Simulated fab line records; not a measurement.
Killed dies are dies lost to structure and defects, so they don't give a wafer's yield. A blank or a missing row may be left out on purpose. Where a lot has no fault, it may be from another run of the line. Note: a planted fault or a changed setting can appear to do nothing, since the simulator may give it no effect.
fab line records    flow rit_cmos
record: lots: 14  wafers: 42  last_day: 7
route steps=202 shown PWELL@49 PRETRO@73 PLDD@122 NSD@158 M1@202
lots that met no fault: from a run of the same line without faults
start_h: hours from the record's first day to the start of the lot's first wafer shown    wait_h: hours elapsed since this lot's preceding step    " the same as in the row above    L1.1+2: several wafers, shown together as one row    - either no value or no given start    * or withheld: withheld    < > ~ a bound
route shown NAME@n: a module of which the file shows steps, and the number in the route of the first    usual: the fault-free wafers' mean and standard deviation    same: alike in all rows    chamber/n: place in a boat    sites: per-site readings    _std_site: the standard deviation of these    _edge_site: the outer-site mean with the inner-site mean subtracted    radius_mm: for every site, how far away it sits from the centre of the wafer    mask NAME#n: copy n    behind: tool/chamber where the wafer was last shaped    hold: reason for holding the lot/hours on hold/outcome of the hold    device: which transistor (n, p or np) failed to switch    end of line: the route-end tests of the same wafers    a step given without rows: its recipe and nothing more    killed: dies lost to structure and defects at the first sort, not the wafer's yield    map: a wafer's dies, marking killed ones x, the rest . and places with no die _
set.NAME: the setting the step ran with; set.NAME@STEP: the setting that earlier step ran with    model.NAME: the simulator's own value behind a step, which no gauge read
the route's steps for a sample of lots (tables are steps, rows are wafers)
services: from which hour (start_h, from the record's first day; less than 0 if before it) a tool's chamber was out of use, for how many hours, and why
== steps ==
step: RIT_PWELL_TW_MEAS_10
usual: PWELL_TW: 943/6.8
lot.wafer  tool           chamber  start_h  wait_h  PWELL_TW
L902.1     film_metro-04  -        22.61    0.1     949
L902.5     "              -        "        "       947
L902.6     "              -        "        "       952
L903.2     film_metro-04  -        29.89    0.1     947
L903.3     "              -        "        "       944
L903.4     "              -        "        "       944
L906.1     film_metro-01  -        44.40    0.1     943
L906.2     "              -        "        "       943
L906.4     "              -        "        "       944
L908.1     film_metro-01  -        57.34    0.1     930
L908.2     "              -        "        "       933
L908.6     "              -        "        "       937
L911.2     film_metro-03  -        68.23    0.1     946
L911.3     "              -        "        "       941
L911.6     "              -        "        "       948
L914.1     film_metro-01  -        83.00    0.1     935
L914.2     "              -        "        "       938
L914.3     "              -        "        "       938
L916.2     film_metro-01  -        93.37    0.1     936
L916.3     "              -        "        "       933
L916.4     "              -        "        "       932
L917.1     film_metro-01  -        97.52    0.1     942
L917.3     "              -        "        "       934
L917.4     "              -        "        "       933
L918.1     film_metro-04  -        103.92   0.1     945
L918.5     "              -        "        "       944
L918.6     "              -        "        "       940
L920.1     film_metro-04  -        112.75   0.1     945
L920.3     "              -        "        "       942
L920.6     "              -        "        "       936
L921.1     film_metro-01  -        119.22   0.1     939
L921.5     "              -        "        "       933
L921.6     "              -        "        "       939
L922.3     film_metro-03  -        123.04   0.1     953
L922.4     "              -        "        "       954
L922.5     "              -        "        "       951
L923.1     film_metro-01  -        129.10   0.1     943
L923.2     "              -        "        "       941
L923.3     "              -        "        "       945
L925.1     film_metro-04  -        137.85   0.1     945
L925.4     "              -        "        "       944
L925.5     "              -        "        "       947
step: RIT_PRETRO_STRIP_09
recipe: chemistry: O2  time_s: 180  resist: NOVOLAK  platen_temp_c: withheld  power_w: 500  pressure_mtorr: 4000  o2_flow_sccm: 4000
usual: drypump_motor_current_A: 6.1/0.41
lot.wafer  tool             chamber  start_h  wait_h  drypump_motor_current_A  rf_hours_counter_h
L902.1     plasma_asher-03  1        32.14    0.1     5.6                      39
L902.5     "                0        "        "       6.3                      -
L902.6     "                1        "        "       5.6                      -
L903.2     plasma_asher-03  0        38.43    0.1     6.3                      39
L903.3     "                1        "        "       5.6                      -
L903.4     "                0        "        "       6.3                      -
L906.1     plasma_asher-03  0        52.65    0.1     6.3                      41
L906.2     "                1        "        "       5.6                      41
L906.4     "                0        "        "       6.3                      -
L908.1     plasma_asher-01  1        65.84    0.1     6.4                      41
L908.2     "                0        "        "       6.6                      41
L908.6     "                0        "        "       6.6                      -
L911.2     plasma_asher-02  1        77.01    0.1     5.5                      28
L911.3     "                1        "        "       5.6                      -
L911.6     "                0        "        "       6.4                      -
L914.1     plasma_asher-02  1        91.45    0.1     5.5                      30
L914.2     "                0        "        "       6.4                      30
L914.3     "                0        "        "       6.4                      -
L916.2     plasma_asher-02  0        101.86   0.1     6.5                      31
L916.3     "                1        "        "       5.5                      -
L916.4     "                0        "        "       6.4                      -
L917.1     plasma_asher-01  0        106.01   0.1     6.6                      45
L917.3     "                1        "        "       6.4                      -
L917.4     "                0        "        "       6.6                      -
L918.1     plasma_asher-01  0        112.75   0.2     6.6                      47
L918.5     "                1        "        "       6.4                      -
L918.6     "                0        "        "       6.6                      -
L920.1     plasma_asher-03  0        121.00   0.1     6.3                      1
L920.3     "                0        "        "       6.3                      -
L920.6     "                1        "        "       5.6                      -
L921.1     plasma_asher-03  1        127.72   0.1     5.6                      1
L921.5     "                0        "        "       6.3                      -
L921.6     "                1        "        "       5.6                      -
L922.3     plasma_asher-02  0        131.66   0.1     6.4                      -
L922.4     "                1        "        "       5.5                      -
L922.5     "                1        "        "       5.5                      -
L923.1     plasma_asher-02  1        137.53   0.1     5.6                      34
L923.2     "                0        "        "       6.4                      34
L923.3     "                0        "        "       6.5                      -
L925.1     plasma_asher-03  0        146.11   0.1     6.3                      3
L925.4     "                1        "        "       5.6                      -
L925.5     "                1        "        "       5.6                      -
step: RIT_PLDD_IMPLANT_08
recipe: species: BF2  energy_kev: 20  dose_cm2: 9e+14  tilt_deg: 7
usual: dose_ions_cm2: 9e+14/1e+12  end_station_pressure_torr: 7.3e-06/3.8e-07  faraday_current_uA: 2819/54
lot.wafer  tool          chamber  start_h  wait_h  dose_ions_cm2  end_station_pressure_torr  faraday_current_uA
L902.1     implanter-01  0        44.14    0.1     9.004e+14      7.7e-06                    2841
L902.5     "             0        "        "       9.004e+14      7.7e-06                    2758
L902.6     "             0        "        "       9.003e+14      7.4e-06                    2802
L903.2     implanter-03  0        52.39    0.1     8.986e+14      6.9e-06                    2849
L903.3     "             0        "        "       9.009e+14      7.3e-06                    2825
L903.4     "             0        "        "       9.009e+14      7.3e-06                    2874
L906.1     implanter-03  0        64.22    0.1     9.017e+14      7.6e-06                    2803
L906.2     "             0        "        "       8.997e+14      7.3e-06                    2806
L906.4     "             0        "        "       9.019e+14      7e-06                      2825
L908.1     implanter-03  0        77.68    0.1     8.998e+14      8e-06                      2844
L908.2     "             0        "        "       9.001e+14      7.5e-06                    2784
L908.6     "             0        "        "       8.998e+14      7.8e-06                    2802
L911.2     implanter-03  0        89.47    0.1     9.006e+14      7.1e-06                    2748
L911.3     "             0        "        "       8.994e+14      7.9e-06                    2826
L911.6     "             0        "        "       9.011e+14      7.6e-06                    2748
L914.1     implanter-01  0        103.83   0.1     9.004e+14      7.6e-06                    2851
L914.2     "             0        "        "       8.995e+14      7.6e-06                    2835
L914.3     "             0        "        "       8.986e+14      7.9e-06                    2812
L916.2     implanter-03  0        113.48   0.1     1.4403e+15     8.5e-06                    4540
L916.3     "             0        "        "       1.4415e+15     8.5e-06                    4469
L916.4     "             0        "        "       1.4395e+15     8.9e-06                    4539
L917.1     implanter-01  0        118.02   0.1     9.005e+14      6.7e-06                    2670
L917.3     "             0        "        "       9.009e+14      7.3e-06                    2773
L917.4     "             0        "        "       9.008e+14      8e-06                      2817
L918.1     implanter-03  0        124.27   0.1     1.4411e+15     8.4e-06                    4517
L918.5     "             0        "        "       1.4391e+15     7.7e-06                    4506
L918.6     "             0        "        "       1.4405e+15     8.9e-06                    4264
L920.1     implanter-01  0        132.48   0.1     9.012e+14      7.1e-06                    2781
L920.3     "             0        "        "       9.003e+14      7.1e-06                    2826
L920.6     "             0        "        "       9.005e+14      7.8e-06                    2870
L921.1     implanter-02  0        139.62   0.1     9.003e+14      7.1e-06                    2746
L921.5     "             0        "        "       9.001e+14      7e-06                      2781
L921.6     "             0        "        "       9.001e+14      7.9e-06                    2809
L922.3     implanter-02  0        144.24   0.1     8.993e+14      7.6e-06                    2875
L922.4     "             0        "        "       9.009e+14      7.3e-06                    2815
L922.5     "             0        "        "       9.006e+14      7.7e-06                    2918
L923.1     implanter-02  0        148.89   0.1     8.991e+14      7e-06                      2868
L923.2     "             0        "        "       8.997e+14      7.4e-06                    2909
L923.3     "             0        "        "       9.001e+14      7.5e-06                    2840
L925.1     implanter-01  0        158.90   0.1     8.998e+14      7.6e-06                    2797
L925.4     "             0        "        "       8.984e+14      6.8e-06                    2809
L925.5     "             0        "        "       8.998e+14      7.1e-06                    2900
step: RIT_PLDD_TW_MEAS_10
usual: PLDD_TW: 2343/20
lot.wafer  tool           chamber  start_h  wait_h  PLDD_TW
L902.1     film_metro-01  -        44.46    0.1     2340
L902.5     "              -        "        "       2329
L902.6     "              -        "        "       2322
L903.2     film_metro-01  -        52.70    0.1     2322
L903.3     "              -        "        "       2319
L903.4     "              -        "        "       2322
L906.1     film_metro-02  -        64.55    0.1     2331
L906.2     "              -        "        "       2354
L906.4     "              -        "        "       2360
L908.1     film_metro-02  -        78.00    0.1     2353
L908.2     "              -        "        "       2365
L908.6     "              -        "        "       2352
L911.2     film_metro-02  -        89.78    0.1     2360
L911.3     "              -        "        "       2366
L911.6     "              -        "        "       2376
L914.1     film_metro-01  -        104.16   0.1     2309
L914.2     "              -        "        "       2311
L914.3     "              -        "        "       2310
L916.2     film_metro-03  -        113.79   0.1     2621
L916.3     "              -        "        "       2616
L916.4     "              -        "        "       2622
L917.1     film_metro-02  -        118.35   0.1     2352
L917.3     "              -        "        "       2353
L917.4     "              -        "        "       2372
L918.1     film_metro-03  -        124.59   0.1     2641
L918.5     "              -        "        "       2654
L918.6     "              -        "        "       2649
L920.1     film_metro-02  -        132.81   0.1     2362
L920.3     "              -        "        "       2342
L920.6     "              -        "        "       2348
L921.1     film_metro-01  -        139.94   0.1     2341
L921.5     "              -        "        "       2335
L921.6     "              -        "        "       2340
L922.3     film_metro-03  -        144.53   0.1     2346
L922.4     "              -        "        "       2372
L922.5     "              -        "        "       2360
L923.1     film_metro-02  -        149.21   0.1     2331
L923.2     "              -        "        "       2341
L923.3     "              -        "        "       2328
L925.1     film_metro-01  -        159.23   0.1     2313
L925.4     "              -        "        "       2298
L925.5     "              -        "        "       2310
step: RIT_SDANNEAL_RS_MEAS_05
recipe: thk_meas_gauge: four-point-probe
usual: NSD_RS: 84.47/0.3
lot.wafer  tool           chamber  start_h  wait_h  NSD_RS[ohm/sq]
L902.1     film_metro-03  -        50.50    0.1     84.30
L902.5     "              -        "        "       84.50
L902.6     "              -        "        "       84.42
L903.2     film_metro-01  -        59.55    0.1     84.37
L903.3     "              -        "        "       84.06
L903.4     "              -        "        "       84.40
L906.1     film_metro-02  -        71.62    0.1     84.94
L906.2     "              -        "        "       84.81
L906.4     "              -        "        "       84.60
L908.1     film_metro-01  -        84.20    0.1     84.79
L908.2     "              -        "        "       84.86
L908.6     "              -        "        "       84.96
L911.2     film_metro-02  -        96.24    0.1     84.25
L911.3     "              -        "        "       84.28
L911.6     "              -        "        "       84.47
L914.1     film_metro-02  -        110.44   0.1     84.92
L914.2     "              -        "        "       84.74
L914.3     "              -        "        "       84.50
L916.2     film_metro-01  -        120.79   0.1     83.97
L916.3     "              -        "        "       83.81
L916.4     "              -        "        "       84.06
L917.1     film_metro-01  -        126.16   0.1     84.77
L917.3     "              -        "        "       84.70
L917.4     "              -        "        "       84.63
L918.1     film_metro-02  -        131.65   0.1     84.22
L918.5     "              -        "        "       84.12
L918.6     "              -        "        "       84.45
L920.1     film_metro-02  -        139.16   0.1     84.53
L920.3     "              -        "        "       84.36
L920.6     "              -        "        "       84.69
L921.1     film_metro-01  -        146.18   0.1     84.32
L921.5     "              -        "        "       84.57
L921.6     "              -        "        "       84.82
L922.3     film_metro-01  -        150.75   0.1     84.55
L922.4     "              -        "        "       84.76
L922.5     "              -        "        "       84.49
L923.1     film_metro-03  -        155.44   0.1     84.04
L923.2     "              -        "        "       84.00
L923.3     "              -        "        "       84.06
L925.1     film_metro-03  -        165.62   0.1     84.93
L925.4     "              -        "        "       85.02
L925.5     "              -        "        "       84.67
step: RIT_SDANNEAL_RS_MEAS_06
recipe: thk_meas_gauge: four-point-probe
usual: PLDD_RS: 178.5/0.47
lot.wafer  tool           chamber  start_h  wait_h  PLDD_RS[ohm/sq]
L902.1     film_metro-03  -        50.62    0.1     178.3
L902.5     "              -        "        "       179.0
L902.6     "              -        "        "       178.3
L903.2     film_metro-01  -        59.67    0.1     178.1
L903.3     "              -        "        "       177.8
L903.4     "              -        "        "       178.2
L906.1     film_metro-02  -        71.74    0.1     178.8
L906.2     "              -        "        "       178.3
L906.4     "              -        "        "       178.5
L908.1     film_metro-01  -        84.32    0.1     178.7
L908.2     "              -        "        "       178.1
L908.6     "              -        "        "       178.6
L911.2     film_metro-02  -        96.36    0.1     178.5
L911.3     "              -        "        "       178.3
L911.6     "              -        "        "       178.6
L914.1     film_metro-02  -        110.56   0.1     178.7
L914.2     "              -        "        "       178.5
L914.3     "              -        "        "       179.2
L916.2     film_metro-01  -        120.91   0.1     155.9
L916.3     "              -        "        "       156.1
L916.4     "              -        "        "       156.7
L917.1     film_metro-01  -        126.28   0.1     178.6
L917.3     "              -        "        "       178.3
L917.4     "              -        "        "       178.0
L918.1     film_metro-02  -        131.77   0.1     156.7
L918.5     "              -        "        "       157.2
L918.6     "              -        "        "       157.2
L920.1     film_metro-02  -        139.28   0.1     179.1
L920.3     "              -        "        "       178.9
L920.6     "              -        "        "       178.9
L921.1     film_metro-01  -        146.30   0.1     179.0
L921.5     "              -        "        "       179.3
L921.6     "              -        "        "       178.9
L922.3     film_metro-01  -        150.87   0.1     178.5
L922.4     "              -        "        "       178.0
L922.5     "              -        "        "       177.9
L923.1     film_metro-03  -        155.56   0.1     178.1
L923.2     "              -        "        "       177.5
L923.3     "              -        "        "       178.0
L925.1     film_metro-03  -        165.74   0.1     178.7
L925.4     "              -        "        "       178.7
L925.5     "              -        "        "       178.3
step: RIT_M1_PROBE_99
usual: killed_at_contacts: 0.1/0.25  killed_at_front_end: 6.3/2.9  killed_dies: 6.4/2.9  killed_open: 3.3/2.1  killed_short: 3.1/1.7
same: gross_dies: 264  killed_at_M0_to_M3: 0  killed_at_M4_up: 0  killed_at_back_side: 0  killed_at_other: 0
lot.wafer  tool       chamber  start_h  wait_h  killed_at_contacts  killed_at_front_end  killed_dies  killed_open  killed_short
L920.1     prober-02  -        146.47   0.1     0                   9                    9            3            6
L920.3     prober-02  -        146.57   0.2     0                   7                    7            5            2
L920.6     prober-02  -        146.72   0.2     0                   3                    3            2            1
L922.3     prober-02  -        158.77   0.2     0                   2                    2            0            2
L922.4     prober-02  -        158.82   0.2     0                   5                    5            2            3
L922.5     prober-02  -        158.87   0.2     0                   6                    6            2            4
L925.1     prober-01  -        175.20   0.1     0                   3                    3            0            3
L925.4     prober-01  -        175.35   0.2     0                   7                    7            6            1
L925.5     prober-01  -        175.40   0.2     0                   6                    6            2            3
killed by level:class
L920.1 GATE:geometric_particle:open=2 GATE:geometric_particle:short=2 FOX1:geometric_particle:short=1 REOX:geometric_particle:short=1 REOX:geometric_particle:open=1 SPACER:geometric_particle:short=1 SILICIDE:geometric_particle:short=1
L920.3 FOX2:geometric_particle:open=3 GATE:geometric_particle:open=1 GATE:geometric_particle:short=1 REOX:geometric_particle:short=1 SPACER:geometric_particle:open=1
L920.6 GATE:geometric_particle:open=2 REOX:geometric_particle:short=1
L922.3 GATE:geometric_particle:short=2
L922.4 REOX:geometric_particle:short=2 GATE:geometric_particle:short=1 REOX:geometric_particle:open=1 SPACER:geometric_particle:open=1
L922.5 FOX1:geometric_particle:short=1 FOX2:geometric_particle:short=1 GATE:geometric_particle:short=1 GATE:geometric_particle:open=1 SILICIDE:geometric_particle:open=1 SILICIDE:geometric_particle:short=1
L925.1 FOX2:geometric_particle:short=1 GATE:geometric_particle:short=1 REOX:geometric_particle:short=1
L925.4 GATE:geometric_particle:open=3 FOX1:geometric_particle:open=1 GATE:geometric_particle:short=1 REOX:geometric_particle:open=1 SPACER:geometric_particle:open=1
L925.5 REOX:geometric_particle:short=3 FOX1:geometric_particle:open=1 REOX:geometric_particle:open=1 NWELL:coat_microbubble_printed=1
== services ==
tool             chamber  start_h  hours  kind
plasma_asher-02  -        19.31    3.5    repair
implanter-03     -        41.96    3.9    repair
plasma_asher-01  -        46.11    1.4    repair
plasma_asher-03  -        52.92    0.6    repair
plasma_asher-01  -        76.21    2.8    pm
implanter-02     -        87.00    19.5   pm
plasma_asher-03  -        108.80   9.0    pm
plasma_asher-03  0        108.80   9.0    vent_cycle
plasma_asher-03  1        108.80   9.0    vent_cycle
plasma_asher-02  -        110.74   10.5   repair
plasma_asher-03  0        117.80   -      clean
plasma_asher-03  1        117.80   -      clean
implanter-02     -        126.24   4.0    pm
implanter-03     -        136.27   1.2    repair
implanter-03     -        142.56   5.1    pm
implanter-02     -        153.63   2.2    repair
implanter-03     -        155.13   1.9    repair
implanter-02     -        157.39   2.0    repair
== key ==
first_sign: step: RIT_PLDD_IMPLANT_08  reading: dose_ions_cm2  direction: up  sigmas: 99+  usual: 9e+14  struck: 1.4403e+15
effect: step: RIT_PLDD_IMPLANT_08  reading: faraday_current_uA  direction: up  sigmas: 30  usual: 2819  struck: 4473
effect: step: RIT_PLDD_TW_MEAS_10  reading: PLDD_TW  direction: up  sigmas: 14  usual: 2343  struck: 2634
effect: step: RIT_SDANNEAL_RS_MEAS_06  reading: PLDD_RS  direction: down  sigmas: 46  usual: 178.5  struck: 156.6
met_at RIT_PLDD_IMPLANT_08
struck_lots L916,L918
tester_left_out L916,L918
not_acting_at RIT_PWELL_TW_MEAS_10,RIT_PRETRO_STRIP_09,RIT_SDANNEAL_RS_MEAS_05
onset_between 89.47 113.48
fault: kind: process_parameter_drift  tool: implanter-03  chamber: -  onset_h: 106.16  steps: RIT_PLDD_IMPLANT_08  channel: dose_cm2  offset: 5.4e+14  shape: step  end_h: 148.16  acts_in: these_recipes_only  stated: 9e+14
tester_left_out: of these lots the tester's yield and bins aren't shown, on N5 and GAA mostly nor the transistor test; their killed dies are dies lost to structure and defects alone, not to doping, threshold or leakage, so they don't give the yield
